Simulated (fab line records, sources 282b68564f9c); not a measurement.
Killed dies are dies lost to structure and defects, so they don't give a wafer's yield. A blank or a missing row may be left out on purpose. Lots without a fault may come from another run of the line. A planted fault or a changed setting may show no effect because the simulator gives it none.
Split-lot experiment | flow rit_cmos | 5 lots, 27 wafers read, on a route of 202 steps

THE SPLIT
At RIT_ACTIVE_CVD_03 (deposits Si3N4 from SiH2Cl2/NH3, target thk 150 nm, time 1500 s), the setting time_s was moved away from the recipe's 1500 s on 18 of the 27 wafers read, by -37.7% to +52.6%. The other wafers ran this setting at the recipe's value.

FROM THE SPLIT TO THE READING: what the file shows between them, 1 step
- RIT_ACTIVE_THK_MEAS_04

THE READING
oes_product_au, in a.u., at RIT_ACTIVE_ETCH_13 (etches Si3N4 in SF6, stops on SiO2, time 210 s, target depth 210 nm). Fault-free wafers of this fab line usually give 0.823 a.u., standard deviation 0.015 a.u..

wafer  | tool, chamber at the split | time_s as run, s | against the recipe | oes_product_au, a.u. | against lot-mates on the recipe
L075.1 | -, -                       | 934.5            | -37.7%             | 0.624                | no lot-mate on the recipe
L075.2 | -, -                       | 934.5            | -37.7%             | 0.619                | no lot-mate on the recipe
L075.3 | -, -                       | 934.5            | -37.7%             | 0.658                | no lot-mate on the recipe
L075.4 | -, -                       | 934.5            | -37.7%             | 0.670                | no lot-mate on the recipe
L075.5 | -, -                       | 934.5            | -37.7%             | 0.653                | no lot-mate on the recipe
L075.6 | -, -                       | 934.5            | -37.7%             | 0.656                | no lot-mate on the recipe
L077.2 | lpcvd-02, 0                | 1500             | recipe             | 0.833                | -
L077.4 | lpcvd-02, 0                | 1500             | recipe             | 0.834                | -
L077.5 | lpcvd-02, 0                | 1500             | recipe             | 0.830                | -
L078.1 | -, -                       | 1500             | recipe             | 0.841                | -
L078.2 | -, -                       | 1500             | recipe             | 0.815                | -
L078.3 | -, -                       | 1500             | recipe             | 0.791                | -
L078.4 | -, -                       | 1500             | recipe             | 0.779                | -
L078.5 | -, -                       | 1500             | recipe             | 0.808                | -
L078.6 | -, -                       | 1500             | recipe             | 0.847                | -
L081.1 | -, -                       | 2289             | +52.6%             | 0.984                | no lot-mate on the recipe
L081.2 | -, -                       | 2289             | +52.6%             | 1.002                | no lot-mate on the recipe
L081.3 | -, -                       | 2289             | +52.6%             | 1.041                | no lot-mate on the recipe
L081.4 | -, -                       | 2289             | +52.6%             | 0.996                | no lot-mate on the recipe
L081.5 | -, -                       | 2289             | +52.6%             | 1.031                | no lot-mate on the recipe
L081.6 | -, -                       | 2289             | +52.6%             | 1.013                | no lot-mate on the recipe
L085.1 | -, -                       | 1916             | +27.7%             | 0.936                | no lot-mate on the recipe
L085.2 | -, -                       | 1916             | +27.7%             | 0.914                | no lot-mate on the recipe
L085.3 | -, -                       | 1916             | +27.7%             | 0.957                | no lot-mate on the recipe
L085.4 | -, -                       | 1916             | +27.7%             | 0.920                | no lot-mate on the recipe
L085.5 | -, -                       | 1916             | +27.7%             | 0.946                | no lot-mate on the recipe
L085.6 | -, -                       | 1916             | +27.7%             | 0.883                | no lot-mate on the recipe

THE FIT
A straight line over all 27 wafers: oes_product_au changes by +0.00403 a.u. for each +1% of time_s; r = +0.98; the points scatter about the line by 0.024 a.u..
Too few moved wafers have a lot-mate on the recipe to fit a line with each lot's own level taken away.

THE WHOLE CHAIN: every reading that the file lists as answering this split, in the file's order
step                   | what it does                                                        | reading                                                                        | change (the file's fit)                   | r (the file's)
RIT_ACTIVE_CVD_03      | deposits Si3N4 from SiH2Cl2/NH3, target thk 150 nm, time 1500 s     | Si3N4_of_ACTIVE_CVD_03.thk_nm (the simulator's own value, which no gauge read) | +1.49 nm for each +1% of the setting      | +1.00
RIT_ACTIVE_THK_MEAS_04 |                                                                     | ACTIVE_NITRIDE_THK                                                             | +1.49 for each +1% of the setting         | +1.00
RIT_ACTIVE_ETCH_13     | etches Si3N4 in SF6, stops on SiO2, time 210 s, target depth 210 nm | oes_product_au                                                                 | +0.00403 a.u. for each +1% of the setting | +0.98

THE FILE'S OWN FIT
oes_product_au changes by +0.00403 a.u. for each +1% of time_s, r = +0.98.
